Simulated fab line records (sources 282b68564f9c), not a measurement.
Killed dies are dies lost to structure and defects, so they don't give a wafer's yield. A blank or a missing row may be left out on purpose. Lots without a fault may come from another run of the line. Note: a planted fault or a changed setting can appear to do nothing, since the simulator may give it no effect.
fab line records | flow rit_cmos
record: lots: 6 | wafers: 18 | last_day: 6
route steps=202 shown PLDD@120 SPACER@125 NSD@131 M1@202
lots untouched by any fault: they come from a run of this same line in which no faults occurred
start_h: the number of hours between the record's first day and the start of the first shown wafer of the lot | wait_h: hours since the lot's step before | " identical to the entry in the row above | L1.1+2: one row covering several wafers at once | - no value, or no start given | * or withheld: withheld | < > ~ a bound
route shown NAME@n: a module of which the file shows steps, and the number in the route of the first | usual: mean/standard deviation of fault-free wafers | same: alike in all rows | chamber/n: place in a boat | sites: per-site readings | _std_site: the values' standard deviation | _edge_site: the outer-site mean with the inner-site mean subtracted | radius_mm: for every site, how far away it sits from the centre of the wafer | mask NAME#n: copy n | behind: the last tool/chamber to shape the wafer | hold: the reason the lot was held/the length of the hold in hours/how it ended | device: names the non-switching transistor (n, p or np) | end of line: the route-end tests of the same wafers | a step given without rows: its recipe and nothing more | killed: dies that structure and defects cost at the first sort, which is not the same as the wafer's yield | map: a wafer's dies, marking killed ones x, the rest . and places with no die _
set.NAME: the setting as run; set.NAME@STEP: as run at that earlier step | model.NAME: the simulator's own value behind a step, which no gauge read
certain route steps with their lots: each step a table, each wafer a row
services: a tool's chamber out of use, with start hour (start_h, from the record's first day; less than 0 if before it), hours out, and reason
== steps ==
step: RIT_PLDD_OVL_MEAS_06
usual: PLDD_OVL: -0.4/1.4
lot.wafer | tool       | chamber | start_h | wait_h | PLDD_OVL[nm]
L295.1    | overlay-01 | -       | 59.45   | -      | 1.3
L295.2    | "          | -       | "       | "      | -1.6
L295.4    | "          | -       | "       | "      | 1.3
L298.4    | overlay-02 | -       | 70.76   | -      | -1.6
L298.5    | "          | -       | "       | "      | 0.5
L298.6    | "          | -       | "       | "      | -0.9
L301.1    | overlay-02 | -       | 84.36   | -      | -0.1
L301.3    | "          | -       | "       | "      | -1.2
L301.6    | "          | -       | "       | "      | 0.2
L303.3    | overlay-02 | -       | 87.18   | -      | -1.6
L303.5    | "          | -       | "       | "      | -2.0
L303.6    | "          | -       | "       | "      | -2.2
L313.1    | overlay-02 | -       | 134.66  | -      | 0.4
L313.2    | "          | -       | "       | "      | 0.5
L313.5    | "          | -       | "       | "      | 0.1
L314.3    | overlay-02 | -       | 138.56  | -      | -0.5
L314.4    | "          | -       | "       | "      | -1.3
L314.6    | "          | -       | "       | "      | 0.5
step: RIT_PLDD_HARDBAKE_07
recipe: resist: NOVOLAK | temp_c: 140 | time_s: 60
step: RIT_PLDD_IMPLANT_08
recipe: species: BF2 | energy_kev: 20 | dose_cm2: 9e+14 | tilt_deg: 7
step: RIT_PLDD_STRIP_09
recipe: chemistry: O2 | time_s: 180 | resist: NOVOLAK | platen_temp_c: withheld | power_w: 500 | pressure_mtorr: 4000 | o2_flow_sccm: 4000
usual: drypump_motor_current_A: 6.0/0.35
lot.wafer | tool            | chamber | start_h | wait_h | drypump_motor_current_A | rf_hours_counter_h
L295.1    | plasma_asher-03 | 1       | 59.79   | 0.1    | 6.0                     | 38
L295.2    | "               | 0       | "       | "      | 5.7                     | 38
L295.4    | "               | 0       | "       | "      | 5.6                     | -
L298.4    | plasma_asher-02 | 0       | 71.14   | 0.1    | 6.3                     | -
L298.5    | "               | 0       | "       | "      | 6.4                     | -
L298.6    | "               | 1       | "       | "      | 5.6                     | -
L301.1    | plasma_asher-02 | 0       | 84.70   | 0.1    | 6.3                     | 31
L301.3    | "               | 0       | "       | "      | 6.3                     | -
L301.6    | "               | 1       | "       | "      | 5.7                     | -
L303.3    | plasma_asher-04 | 0       | 87.57   | 0.1    | 5.7                     | -
L303.5    | "               | 0       | "       | "      | 5.7                     | -
L303.6    | "               | 1       | "       | "      | 6.6                     | -
L313.1    | plasma_asher-02 | 1       | 135.00  | 0.1    | 5.7                     | 38
L313.2    | "               | 0       | "       | "      | 6.4                     | 38
L313.5    | "               | 1       | "       | "      | 5.7                     | -
L314.3    | plasma_asher-02 | 0       | 138.95  | 0.1    | 6.3                     | -
L314.4    | "               | 1       | "       | "      | 5.6                     | -
L314.6    | "               | 1       | "       | "      | 5.7                     | -
step: RIT_PLDD_TW_MEAS_10
usual: PLDD_TW: 2351/27
lot.wafer | tool          | chamber | start_h | wait_h | PLDD_TW
L295.1    | film_metro-03 | -       | 59.96   | 0.1    | 2395
L295.2    | "             | -       | "       | "      | 2384
L295.4    | "             | -       | "       | "      | 2380
L298.4    | film_metro-03 | -       | 71.28   | 0.1    | 2393
L298.5    | "             | -       | "       | "      | 2393
L298.6    | "             | -       | "       | "      | 2381
L301.1    | film_metro-01 | -       | 84.87   | 0.1    | 2310
L301.3    | "             | -       | "       | "      | 2322
L301.6    | "             | -       | "       | "      | 2310
L303.3    | film_metro-03 | -       | 87.70   | 0.1    | 2377
L303.5    | "             | -       | "       | "      | 2362
L303.6    | "             | -       | "       | "      | 2383
L313.1    | film_metro-04 | -       | 135.18  | 0.1    | 2335
L313.2    | "             | -       | "       | "      | 2327
L313.5    | "             | -       | "       | "      | 2340
L314.3    | film_metro-03 | -       | 139.08  | 0.1    | 2377
L314.4    | "             | -       | "       | "      | 2392
L314.6    | "             | -       | "       | "      | 2400
step: RIT_SPACER_CLEAN_00
recipe: chemistry: SC1 | mix: 3:3:50 | time_s: 600 | temp_c: 75
step: RIT_SPACER_CLEAN_01
recipe: chemistry: dHF | dilution: 50:1 | time_s: 30
step: RIT_SPACER_CLEAN_02
recipe: chemistry: SC2 | mix: 3:3:50 | time_s: 600 | temp_c: 75 | dry: n2_spin
step: RIT_SPACER_CVD_03
recipe: material: Si3N4 | target_thk_nm: 250 | temp_c: 810 | precursor: SiH2Cl2/NH3 | time_s: 3300 | pressure_mtorr: 300 | sih2cl2_flow_sccm: 60 | nh3_flow_sccm: 150
step: RIT_SPACER_THK_MEAS_04
recipe: reads: Si3N4_of_SPACER_CVD_03
usual: SPACER_NITRIDE_THK: 249.9/2.4
lot.wafer | tool          | chamber | start_h | wait_h | SPACER_NITRIDE_THK[nm]
L295.1    | film_metro-02 | -       | 62.32   | 0.0    | 245.4
L295.2    | "             | -       | "       | "      | 246.5
L295.4    | "             | -       | "       | "      | 248.6
L298.4    | film_metro-03 | -       | 74.22   | 0.0    | 251.4
L298.5    | "             | -       | "       | "      | 248.7
L298.6    | "             | -       | "       | "      | 252.2
L301.1    | film_metro-04 | -       | 87.23   | 0.0    | 250.6
L301.3    | "             | -       | "       | "      | 252.6
L301.6    | "             | -       | "       | "      | 252.3
L303.3    | film_metro-03 | -       | 90.47   | 0.0    | 251.8
L303.5    | "             | -       | "       | "      | 254.6
L303.6    | "             | -       | "       | "      | 252.1
L313.1    | film_metro-04 | -       | 137.52  | 0.0    | 249.2
L313.2    | "             | -       | "       | "      | 248.2
L313.5    | "             | -       | "       | "      | 248.2
L314.3    | film_metro-02 | -       | 141.43  | 0.0    | 250.1
L314.4    | "             | -       | "       | "      | 254.1
L314.6    | "             | -       | "       | "      | 253.9
step: RIT_SPACER_ETCHBACK_05
recipe: target_depth_a: 2500 | SF6_flow_sccm: 30 | CHF3_flow_sccm: 30 | target: Si3N4 | chemistry: SF6/CHF3 | pressure_mtorr: 40 | rf_w: 250 | time_s: 240 | stop_on: SiO2
usual: drypump_motor_current_A: 5.6/0.5 | oes_product_au: 0.851/0.011 | throttle_valve_pct: 10.29/0.1
lot.wafer | tool        | chamber | start_h | wait_h | drypump_motor_current_A | oes_product_au | rf_hours_counter_h | throttle_valve_pct
L295.1    | rie_diel-04 | 3       | 62.38   | 0.1    | 5.9                     | 0.845          | 143                | 10.28
L295.2    | "           | 0       | "       | "      | 5.7                     | 0.866          | 3                  | 10.17
L295.4    | "           | 1       | "       | "      | 6.6                     | 0.851          | 40                 | 10.24
L298.4    | rie_diel-03 | 3       | 74.25   | 0.0    | 4.8                     | 0.850          | 0                  | 10.31
L298.5    | "           | 0       | "       | "      | 5.6                     | 0.858          | -                  | 10.44
L298.6    | "           | 1       | "       | "      | 6.2                     | 0.844          | -                  | 10.21
L301.1    | rie_diel-03 | 1       | 87.29   | 0.1    | 6.2                     | 0.839          | 78                 | 10.20
L301.3    | "           | 0       | "       | "      | 5.6                     | 0.870          | 131                | 10.44
L301.6    | "           | 3       | "       | "      | 4.8                     | 0.854          | -                  | 10.33
L303.3    | rie_diel-02 | 1       | 90.51   | 0.0    | 5.8                     | 0.848          | 0                  | 10.20
L303.5    | "           | 1       | "       | "      | 5.9                     | 0.850          | -                  | 10.22
L303.6    | "           | 0       | "       | "      | 5.3                     | 0.856          | -                  | 10.24
L313.1    | rie_diel-02 | 1       | 137.58  | 0.1    | 5.8                     | 0.838          | 1                  | 10.20
L313.2    | "           | 2       | "       | "      | 6.2                     | 0.843          | 102                | 10.15
L313.5    | "           | 2       | "       | "      | 6.2                     | 0.835          | -                  | 10.13
L314.3    | rie_diel-03 | 0       | 141.47  | 0.0    | 5.6                     | 0.863          | 132                | 10.45
L314.4    | "           | 1       | "       | "      | 6.2                     | 0.846          | 80                 | 10.21
L314.6    | "           | 1       | "       | "      | 6.2                     | 0.844          | -                  | 10.20
step: RIT_NSD_HMDS_00
recipe: prime_time_s: 60 | prime_temp_c: 140
step: RIT_NSD_COAT_01
recipe: resist: NOVOLAK | spin_rpm: 3250 | resist_thk_nm: 1000
usual: spin_speed_rpm: 3249.9/2.4
lot.wafer | tool           | chamber | start_h | wait_h | spin_speed_rpm | model.NOVOLAK_of_NSD_COAT_01.thk_nm
L295.1    | litho_track-03 | 0       | 62.76   | 0.1    | 3253.2         | 1002
L295.2    | "              | 0       | "       | "      | 3248.9         | 1001
L295.4    | "              | 0       | "       | "      | 3252.8         | 999.3
L298.4    | litho_track-01 | 0       | 74.73   | 0.1    | 3250.4         | 997.7
L298.5    | "              | 0       | "       | "      | 3246.1         | 1000
L298.6    | "              | 0       | "       | "      | 3249.2         | 995.5
L301.1    | litho_track-01 | 0       | 87.69   | 0.1    | 3016.8         | 1041
L301.3    | "              | 0       | "       | "      | 3015.0         | 1041
L301.6    | "              | 0       | "       | "      | 3014.0         | 1041
L303.3    | litho_track-01 | 0       | 90.86   | 0.1    | 3015.9         | 1039
L303.5    | "              | 0       | "       | "      | 3014.7         | 1039
L303.6    | "              | 0       | "       | "      | 3016.8         | 1038
L313.1    | litho_track-03 | 0       | 137.88  | 0.1    | 3248.3         | 1001
L313.2    | "              | 0       | "       | "      | 3243.8         | 1001
L313.5    | "              | 0       | "       | "      | 3247.6         | 999
L314.3    | litho_track-03 | 0       | 141.82  | 0.1    | 3251.4         | 999.4
L314.4    | "              | 0       | "       | "      | 3252.8         | 1001
L314.6    | "              | 0       | "       | "      | 3249.1         | 1000
step: RIT_NSD_SOFTBAKE_02
recipe: resist: NOVOLAK | temp_c: 90 | time_s: 60
step: RIT_NSD_EXPOSE_03
recipe: mask_id: M9 | na: 0.57 | target_cd_nm: 40700 | dose_mj: 250
step: RIT_NSD_PEB_04
recipe: resist: NOVOLAK | temp_c: withheld | time_s: withheld
step: RIT_NSD_DEVELOP_05
recipe: resist: NOVOLAK | develop_time_s: 50 | dev_temp_c: 23
step: RIT_NSD_OVL_MEAS_06
usual: NSD_OVL: 0.2/1.4
lot.wafer | tool       | chamber | start_h | wait_h | NSD_OVL[nm]
L295.1    | overlay-02 | -       | 63.59   | -      | 1.4
L295.2    | "          | -       | "       | "      | 2.6
L295.4    | "          | -       | "       | "      | -0.3
L298.4    | overlay-01 | -       | 75.37   | -      | 1.4
L298.5    | "          | -       | "       | "      | 0.3
L298.6    | "          | -       | "       | "      | 0.6
L301.1    | overlay-01 | -       | 88.39   | -      | 1.6
L301.3    | "          | -       | "       | "      | -0.9
L301.6    | "          | -       | "       | "      | -0.3
L303.3    | overlay-02 | -       | 91.64   | -      | 0.7
L303.5    | "          | -       | "       | "      | 1.0
L303.6    | "          | -       | "       | "      | 0.0
L313.1    | overlay-01 | -       | 138.76  | -      | 0.1
L313.2    | "          | -       | "       | "      | -0.4
L313.5    | "          | -       | "       | "      | -0.2
L314.3    | overlay-02 | -       | 142.48  | -      | 0.0
L314.4    | "          | -       | "       | "      | -0.3
L314.6    | "          | -       | "       | "      | 0.5
step: RIT_NSD_HARDBAKE_07
recipe: resist: NOVOLAK | temp_c: 140 | time_s: 60
lot.wafer | tool           | chamber | start_h | wait_h | model.NOVOLAK_of_NSD_COAT_01.thk_nm
L295.1    | litho_track-01 | 0       | 63.70   | 0.1    | 885.8
L295.2    | "              | 0       | "       | "      | 884.7
L295.4    | "              | 0       | "       | "      | 883.1
L298.4    | litho_track-03 | 0       | 75.46   | 0.1    | 881.7
L298.5    | "              | 0       | "       | "      | 883.8
L298.6    | "              | 0       | "       | "      | 879.9
L301.1    | litho_track-01 | 0       | 88.43   | 0.0    | 919.7
L301.3    | "              | 0       | "       | "      | 919.3
L301.6    | "              | 0       | "       | "      | 919.9
L303.3    | litho_track-02 | 0       | 91.72   | 0.1    | 917.8
L303.5    | "              | 0       | "       | "      | 917.5
L303.6    | "              | 0       | "       | "      | 916.8
L313.1    | litho_track-02 | 0       | 138.79  | 0.0    | 884.7
L313.2    | "              | 0       | "       | "      | 884.5
L313.5    | "              | 0       | "       | "      | 882.9
L314.3    | litho_track-02 | 0       | 142.55  | 0.1    | 883.2
L314.4    | "              | 0       | "       | "      | 884.9
L314.6    | "              | 0       | "       | "      | 884
step: RIT_NSD_IMPLANT_08
recipe: species: P | energy_kev: 25 | dose_cm2: 1e+15 | tilt_deg: 7
step: RIT_M1_PROBE_99
usual: killed_at_contacts: 0.1/0.38 | killed_at_front_end: 7/3.2 | killed_dies: 7/3.2 | killed_open: 3.6/2.1 | killed_short: 3.5/2
same: gross_dies: 264 | killed_at_M0_to_M3: 0 | killed_at_M4_up: 0 | killed_at_back_side: 0 | killed_at_other: 0
lot.wafer | tool      | chamber | start_h | wait_h | killed_at_contacts | killed_at_front_end | killed_dies | killed_open | killed_short
L295.1    | prober-01 | -       | 75.25   | 0.1    | 0                  | 8                   | 8           | 5           | 3
L295.2    | prober-01 | -       | 75.30   | 0.1    | 0                  | 1                   | 1           | 1           | 0
L295.4    | prober-01 | -       | 75.40   | 0.2    | 0                  | 6                   | 6           | 2           | 4
L298.4    | prober-02 | -       | 86.73   | 0.2    | 1                  | 2                   | 3           | 1           | 2
L298.5    | prober-02 | -       | 86.78   | 0.2    | 0                  | 5                   | 5           | 3           | 2
L298.6    | prober-02 | -       | 86.83   | 0.2    | 0                  | 4                   | 4           | 3           | 1
L301.1    | prober-01 | -       | 98.57   | 0.1    | 0                  | 15                  | 15          | 10          | 5
L301.3    | prober-01 | -       | 98.67   | 0.2    | 0                  | 13                  | 13          | 10          | 3
L301.6    | prober-01 | -       | 98.82   | 0.2    | 0                  | 13                  | 13          | 10          | 3
L303.3    | prober-02 | -       | 102.56  | 0.2    | 3                  | 5                   | 8           | 5           | 1
L303.5    | prober-02 | -       | 102.66  | 0.2    | 2                  | 10                  | 12          | 6           | 4
L303.6    | prober-02 | -       | 102.71  | 0.2    | 0                  | 4                   | 4           | 2           | 2
L313.1    | prober-01 | -       | 149.27  | 0.1    | 0                  | 12                  | 12          | 4           | 8
L313.2    | prober-01 | -       | 149.32  | 0.1    | 0                  | 9                   | 9           | 4           | 5
L313.5    | prober-01 | -       | 149.47  | 0.2    | 0                  | 3                   | 3           | 3           | 0
L314.3    | prober-02 | -       | 152.68  | 0.2    | 0                  | 12                  | 12          | 7           | 5
L314.4    | prober-02 | -       | 152.73  | 0.2    | 0                  | 10                  | 10          | 2           | 8
L314.6    | prober-02 | -       | 152.83  | 0.2    | 0                  | 10                  | 10          | 6           | 4
killed by level:class
L295.1 REOX:geometric_particle:short=2 SILICIDE:geometric_particle:open=2 FOX1:geometric_particle:open=1 GATE:geometric_particle:open=1 REOX:geometric_particle:open=1 SILICIDE:geometric_particle:short=1
L295.2 FOX2:geometric_particle:open=1
L295.4 GATE:geometric_particle:short=3 FOX2:geometric_particle:open=1 REOX:geometric_particle:short=1 SILICIDE:geometric_particle:open=1
L298.4 GATE:geometric_particle:open=1 GATE:geometric_particle:short=1 CONTACT:geometric_particle:short=1
L298.5 GATE:geometric_particle:open=2 GATE:geometric_particle:short=1 REOX:geometric_particle:short=1 SILICIDE:geometric_particle:open=1
L298.6 GATE:geometric_particle:open=2 REOX:geometric_particle:open=1 SPACER:geometric_particle:short=1
L301.1 GATE:geometric_particle:open=4 GATE:geometric_particle:short=3 FOX2:geometric_particle:open=2 SPACER:geometric_particle:open=2 REOX:geometric_particle:open=1 SPACER:geometric_particle:short=1 SILICIDE:geometric_particle:open=1 SILICIDE:geometric_particle:short=1
L301.3 GATE:geometric_particle:open=5 FOX1:geometric_particle:open=2 FOX1:geometric_particle:short=1 FOX2:geometric_particle:open=1 GATE:geometric_particle:short=1 REOX:geometric_particle:open=1 SPACER:geometric_particle:open=1 SILICIDE:geometric_particle:short=1
L301.6 FOX2:geometric_particle:open=3 FOX1:geometric_particle:open=2 REOX:geometric_particle:open=2 SILICIDE:geometric_particle:short=2 FOX1:geometric_particle:short=1 GATE:geometric_particle:open=1 SPACER:geometric_particle:open=1 SILICIDE:geometric_particle:open=1
L303.3 SILICIDE:geometric_particle:open=2 CONTACT:coat_microbubble_printed=2 FOX2:geometric_particle:open=1 GATE:geometric_particle:open=1 SILICIDE:geometric_particle:short=1 CONTACT:geometric_particle:open=1
L303.5 GATE:geometric_particle:open=3 SILICIDE:geometric_particle:short=3 SPACER:geometric_particle:open=2 CONTACT:coat_microbubble_printed=2 GATE:geometric_particle:short=1 REOX:geometric_particle:open=1
L303.6 GATE:geometric_particle:short=2 GATE:geometric_particle:open=1 SPACER:geometric_particle:open=1
L313.1 GATE:geometric_particle:short=4 FOX1:geometric_particle:short=2 GATE:geometric_particle:open=2 FOX2:geometric_particle:open=1 REOX:geometric_particle:short=1 SPACER:geometric_particle:short=1 SILICIDE:geometric_particle:open=1
L313.2 FOX1:geometric_particle:short=2 GATE:geometric_particle:short=2 GATE:geometric_particle:open=2 REOX:geometric_particle:open=1 SPACER:geometric_particle:open=1 SILICIDE:geometric_particle:short=1
L313.5 GATE:geometric_particle:open=1 REOX:geometric_particle:open=1 SPACER:geometric_particle:open=1
L314.3 GATE:geometric_particle:open=3 FOX1:geometric_particle:open=2 FOX2:geometric_particle:short=2 GATE:geometric_particle:short=2 FOX2:geometric_particle:open=1 SPACER:geometric_particle:short=1 SPACER:geometric_particle:open=1
L314.4 GATE:geometric_particle:short=4 FOX1:geometric_particle:short=2 FOX2:geometric_particle:open=2 FOX2:geometric_particle:short=1 SILICIDE:geometric_particle:short=1
L314.6 SPACER:geometric_particle:open=3 FOX2:geometric_particle:short=2 FOX1:geometric_particle:open=1 GATE:geometric_particle:short=1 GATE:geometric_particle:open=1 SILICIDE:geometric_particle:short=1 SILICIDE:geometric_particle:open=1
== services ==
tool            | chamber | start_h | hours | kind
plasma_asher-03 | -       | 43.92   | 2.2   | repair
rie_diel-03     | 3       | 45.29   | -     | clean
rie_diel-03     | 3       | 45.29   | 21.4  | scheduled_down
rie_diel-03     | 3       | 45.29   | 21.4  | vent_cycle
rie_diel-04     | 0       | 54.08   | 5.1   | repair
plasma_asher-04 | -       | 57.13   | 14.6  | pm
rie_diel-02     | 1       | 62.14   | -     | clean
rie_diel-02     | 1       | 62.14   | 24.4  | scheduled_down
rie_diel-02     | 1       | 62.14   | 24.4  | vent_cycle
rie_diel-02     | 2       | 63.92   | 9.9   | repair
rie_diel-04     | 1       | 74.42   | 8.0   | repair
rie_diel-03     | -       | 85.52   | 0.1   | repair
rie_diel-02     | 3       | 91.86   | 8.2   | repair
rie_diel-03     | -       | 93.43   | 0.5   | repair
rie_diel-04     | -       | 118.41  | 14.6  | pm
== key ==
first_sign: step: RIT_NSD_COAT_01 | reading: spin_speed_rpm | direction: down | sigmas: 96 | usual: 3249.9 | struck: 3015.5
effect none on later readings
model_effect: step: RIT_NSD_COAT_01 | value: NOVOLAK_of_NSD_COAT_01.thk_nm | without: 1002 | struck: 1040
model_effect: step: RIT_NSD_HARDBAKE_07 | value: NOVOLAK_of_NSD_COAT_01.thk_nm | without: 885.2 | struck: 918.5
met_at RIT_NSD_COAT_01
struck_wafers L301.1,L301.3,L301.6,L303.3,L303.5,L303.6
tester_left_out L301,L303
onset_between 74.73 87.69
fault: kind: process_parameter_drift | tool: litho_track-01 | chamber: - | onset_h: 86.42 | steps: RIT_NSD_COAT_01 | channel: spin_rpm | offset: -233.43 | shape: step | end_h: 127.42 | acts_in: these_recipes_only | stated: 3250
tester_left_out: of these lots the tester's yield and bins aren't shown, on N5 and GAA mostly nor the transistor test; their killed dies are dies lost to structure and defects alone, not to doping, threshold or leakage, so they don't give the yield
